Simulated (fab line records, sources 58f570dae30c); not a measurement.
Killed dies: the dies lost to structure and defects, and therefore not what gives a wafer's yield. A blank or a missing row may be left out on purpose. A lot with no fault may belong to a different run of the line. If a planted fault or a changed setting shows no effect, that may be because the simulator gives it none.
8D (eight disciplines) problem report, filled in by code || flow berkeley_cmos170 || the parts of the form that need people (team, actions taken, sign-off) are left out

1. WHAT IS WRONG
Wafers without a fault read 89.35 s, standard deviation 0.24; run_length_s at UCB170_GATE_SOFTBAKE_08 reads a mean of 91.65 s on 6 wafers belonging to 2 lots. That puts it +9.6 standard deviations away from the usual mean.
The step: time 60 s.
Seen first at day 7 17:00 on litho_track-01, wafer L346.4. The record has a number at this step for 42 wafers belonging to 14 lots. By rule, "out" or "out of limits" means more than 4 standard deviations away from the usual mean. The other wafers with a number count as sound.

2. WHAT IT IS AND WHAT IT IS NOT
{"question": "which readings at this step", "is": "run_length_s", "is not": "chill_plate_temp_C, exhaust_pa"}
{"question": "which lots", "is": "L346, L348", "is not": "L337, L339, L341, L342, L343, L345, L353, L354, L356, L357, L358, L359"}
{"question": "which wafers of those lots", "is": "all that have a number", "is not": "-"}
{"question": "read on which tools", "is": "litho_track-01", "is not": "litho_track-03, litho_track-04"}
{"question": "when", "is": "from day 7 17:00", "is not": "up to then (18 sound wafers); but 18 sound wafers of L353, L354, L356, L357, L358, L359 came after"}

3. WHAT RULES OUT EACH SUSPECT
Counting: a tool stays on the suspect list if, at a process step up to the reading, it processed all lots that are out and no sound lot following the first of them.
- plasma_asher-02 at UCB170_PWELL_STRIP_16 (strips in O2): ruled out as a lasting fault. Sound lots L354, L356, L358 ran on it after its first lot that is out, L346 (day 4 19:11).
- litho_track-01 at UCB170_GATE_SOFTBAKE_08 (time 60 s): kept. All lots that are out passed through it, beginning with L346 at day 7 17:00, and no sound lot followed; its final sound lot before that point was L345 at day 7 13:00. Out on those wafers are its own readings of run_length_s.
The count leaves litho_track-01 at UCB170_GATE_SOFTBAKE_08.

4. THE CAUSE (what the simulator had put in)
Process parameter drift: litho_track-01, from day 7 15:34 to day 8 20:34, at UCB170_GATE_SOFTBAKE_08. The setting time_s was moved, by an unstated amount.
Only this tool survived the counting.

5. SEQUENCE OF EFFECTS, ordered by route
Each row: a reading where the mean over the struck wafers with a number is more than 3 standard deviations away from the usual. Readings are gone through only where the record gives a usual standard deviation; hours: the median, over the lots, of the time from a lot's start at the first step in this table giving one to that lot's start at this step; sigmas: the change measured in usual standard deviations.
{"hours": 0, "step": "UCB170_GATE_SOFTBAKE_08", "reading": "run_length_s", "usual": "89.35 s", "on struck wafers": 91.65, "change": "+2.30", "sigmas": "+9.6"}
Its process steps:
- UCB170_GATE_SOFTBAKE_08: time 60 s.

6. WHAT WOULD HAVE CAUGHT IT SOONER
In this record the first reading out of limits was taken at day 7 17:00, 1 hour after the fault began at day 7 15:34.
